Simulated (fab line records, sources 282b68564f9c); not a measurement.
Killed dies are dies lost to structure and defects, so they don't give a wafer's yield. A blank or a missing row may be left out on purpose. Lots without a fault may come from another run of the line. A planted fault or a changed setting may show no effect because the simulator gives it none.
Which tool did it? | flow rit_cmos | 14 lots, 42 wafers sampled, at 1 step of a route of 202

WHAT THE GAUGES READ, wafer by wafer
The record holds no reading of a measuring or inspecting step that can be judged against a usual standard deviation.

WHICH TOOL RAN EACH LOT (tool, then ch and the chambers of the sampled wafers, then the start)
lot  | RIT_FOX2_CLEAN_02
L554 | wet_bench-03 ch 0, day 1 19:30
L555 | wet_bench-01 ch 2, day 1 23:25
L556 | wet_bench-01 ch 2, day 2 04:46
L557 | wet_bench-01 ch 3, day 2 10:38
L558 | wet_bench-03 ch 0, day 2 16:28
L559 | wet_bench-03 ch 1, day 2 21:16
L560 | wet_bench-04 ch 0, day 3 00:22
L565 | wet_bench-04 ch 1, day 4 05:27
L567 | wet_bench-01 ch 0, day 4 11:43
L571 | wet_bench-04 ch 1, day 5 08:33
L572 | wet_bench-01 ch 3, day 5 13:41
L573 | wet_bench-03 ch 1, day 5 19:14
L575 | wet_bench-01 ch 1, day 6 03:33
L576 | wet_bench-03 ch 0, day 6 09:25
- RIT_FOX2_CLEAN_02: cleans in dHF, time 180 s.

WHAT THE TOOLS THEMSELVES READ (means of the sampled wafers that have a number; where no wafer has one, the mark that the record gives instead)
RIT_FOX2_CLEAN_02. Usual: run_length_s 207 s, standard deviation 3.5.
lot  | tool         | run_length_s (s) | flag
L554 | wet_bench-03 | 214              |
L555 | wet_bench-01 | 211              |
L556 | wet_bench-01 | 204              |
L557 | wet_bench-01 | 206              |
L558 | wet_bench-03 | 214              |
L559 | wet_bench-03 | 205              |
L560 | wet_bench-04 | 205              |
L565 | wet_bench-04 | 52               | OFF
L567 | wet_bench-01 | 204              |
L571 | wet_bench-04 | 60               | OFF
L572 | wet_bench-01 | 207              |
L573 | wet_bench-03 | 207              |
L575 | wet_bench-01 | 205              |
L576 | wet_bench-03 | 213              |

THE ANSWER, worked out from the rows above alone
Rule: a lot is off if the mean of its wafers that have a number lies more than 3 standard deviations from the usual mean. A lot without any number at a reading at which 4 lots or more have one is off too. The other lots that the step has rows for count as sound. The gauges are gone through in route order, then the tools' own readings, and for those a lot's mean is taken as printed above. The first step at which some lot is off is used, and at that step the reading that is off furthest; a lot without a number counts as furthest.
Off: L565, L571, at RIT_FOX2_CLEAN_02 (run_length_s).
A tool fits if, at that step or a process step before it, it ran every lot that is off, and no sound lot after the first of them. One fits: wet_bench-04 at RIT_FOX2_CLEAN_02. Its last sound lot is L560 (day 3 00:22), its first lot that is off L565 (day 4 05:27): a fault that began between those two fits.
The tool's own readings at RIT_FOX2_CLEAN_02 bear it out: on the lots that are off they differ by more than 5 times the standard deviation of the sound lots' means. run_length_s reads 56 s there against 208 s on the sound lots.

WHAT THE SIMULATOR HAD PUT IN
Process parameter drift: wet_bench-04, from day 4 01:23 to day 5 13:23, at RIT_FOX2_CLEAN_02. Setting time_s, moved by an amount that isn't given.
Lots struck among those shown: L565, L571. The rule above found the same.
